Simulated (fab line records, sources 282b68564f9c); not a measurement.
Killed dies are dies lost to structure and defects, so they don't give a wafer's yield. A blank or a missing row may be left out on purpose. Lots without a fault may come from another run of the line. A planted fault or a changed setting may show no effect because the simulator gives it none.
Tool commonality check | flow rit_cmos | 15 lots, 54 wafers sampled

WHY IT WAS OPENED
At RIT_M1_OVL_MEAS_10 the reading M1_OVL is flagged on 3 of 15 lots. Wafers without a fault read 0.7 nm, standard deviation 1.5.
Rule: a lot is flagged when every wafer of it that has a number lies more than 4 standard deviations from that mean, or none has a number. The other lots count as sound.

lot  | measured    | on         | M1_OVL (nm), wafer by wafer         | flag
L624 | day 3 12:09 | overlay-02 | 3.1 3.6 1.9                         |
L626 | day 3 21:59 | overlay-01 | -1.0 1.3 0.8                        |
L627 | day 4 02:02 | overlay-01 | -1.2 -2.0 -0.8                      |
L628 | day 4 06:59 | overlay-01 | 0.8 0.8 1.8                         |
L629 | day 4 12:26 | overlay-01 | 0.3 1.6 1.2                         |
L630 | day 4 17:14 | overlay-01 | -2.2 -2.2 -2.0                      |
L631 | day 4 22:55 | overlay-02 | 0.4 1.0 1.7                         |
L632 | day 5 03:10 | overlay-02 | 1.7 2.8 3.9                         |
L633 | day 5 08:28 | overlay-01 | -0.4 0.9 1.3                        |
L634 | day 5 13:01 | overlay-01 | 1.8 0.0 0.8                         |
L635 | day 5 19:35 | overlay-02 | 0.7 1.2 1.0                         |
L639 | day 6 13:46 | overlay-01 | 3.6 1.7 1.1                         |
L640 | day 6 20:26 | overlay-01 | 241.8 242.6 239.2 240.2 241.4 238.2 | FLAGGED
L642 | day 7 05:04 | overlay-02 | 242.1 241.0 240.6 240.3 240.0 238.2 | FLAGGED
L644 | day 7 15:44 | overlay-01 | 240.3 241.5 241.9 238.6 239.5 240.8 | FLAGGED
The numbers of the flagged lots are 240.5 nm on average: +239.8 nm against the usual, or +99 or more standard deviations.

WHICH TOOL RAN EACH LOT
The record holds 1 process step before the reading, out of a route of 202 steps. In each cell: the tool, then ch and the chambers that the sampled wafers went through, then the start.
lot  | flag    | RIT_M1_EXPOSE_06
L624 |         | iline_stepper-02 ch 0, day 3 11:36
L626 |         | iline_stepper-01 ch 0, day 3 21:26
L627 |         | iline_stepper-01 ch 0, day 4 01:29
L628 |         | iline_stepper-02 ch 0, day 4 06:27
L629 |         | iline_stepper-02 ch 0, day 4 11:55
L630 |         | iline_stepper-01 ch 0, day 4 16:41
L631 |         | iline_stepper-02 ch 0, day 4 22:22
L632 |         | iline_stepper-01 ch 0, day 5 02:39
L633 |         | iline_stepper-01 ch 0, day 5 07:55
L634 |         | iline_stepper-01 ch 0, day 5 12:29
L635 |         | iline_stepper-02 ch 0, day 5 19:05
L639 |         | iline_stepper-01 ch 0, day 6 13:14
L640 | FLAGGED | iline_stepper-02 ch 0, day 6 19:53
L642 | FLAGGED | iline_stepper-02 ch 0, day 7 04:31
L644 | FLAGGED | iline_stepper-02 ch 0, day 7 15:11
What these steps do:
- RIT_M1_EXPOSE_06: exposes mask M12, target cd 2600 nm.
- RIT_M1_OVL_MEAS_10

FLAGGED OVER TOTAL, TOOL BY TOOL (the gauges that took the reading come last)
step               | tool             | lots run | flagged | share of the flagged lots | sound lots run after its first flagged lot
RIT_M1_EXPOSE_06   | iline_stepper-01 | 7        | 0       | none                      | -
RIT_M1_EXPOSE_06   | iline_stepper-02 | 8        | 3       | all                       | 0
RIT_M1_OVL_MEAS_10 | overlay-01       | 10       | 2       | some                      | 0
RIT_M1_OVL_MEAS_10 | overlay-02       | 5        | 1       | some                      | 0

WHAT THE TABLE ALLOWS
1 row of the table ran every flagged lot: iline_stepper-02 at RIT_M1_EXPOSE_06.
- iline_stepper-02 at RIT_M1_EXPOSE_06: 3 of its 8 lots flagged. Its last sound lot is L635 (day 5 19:05), its first flagged lot L640 (day 6 19:53): a fault that began between those two fits.
One tool is left: iline_stepper-02 at RIT_M1_EXPOSE_06.

WHAT THE SIMULATOR HAD PUT IN
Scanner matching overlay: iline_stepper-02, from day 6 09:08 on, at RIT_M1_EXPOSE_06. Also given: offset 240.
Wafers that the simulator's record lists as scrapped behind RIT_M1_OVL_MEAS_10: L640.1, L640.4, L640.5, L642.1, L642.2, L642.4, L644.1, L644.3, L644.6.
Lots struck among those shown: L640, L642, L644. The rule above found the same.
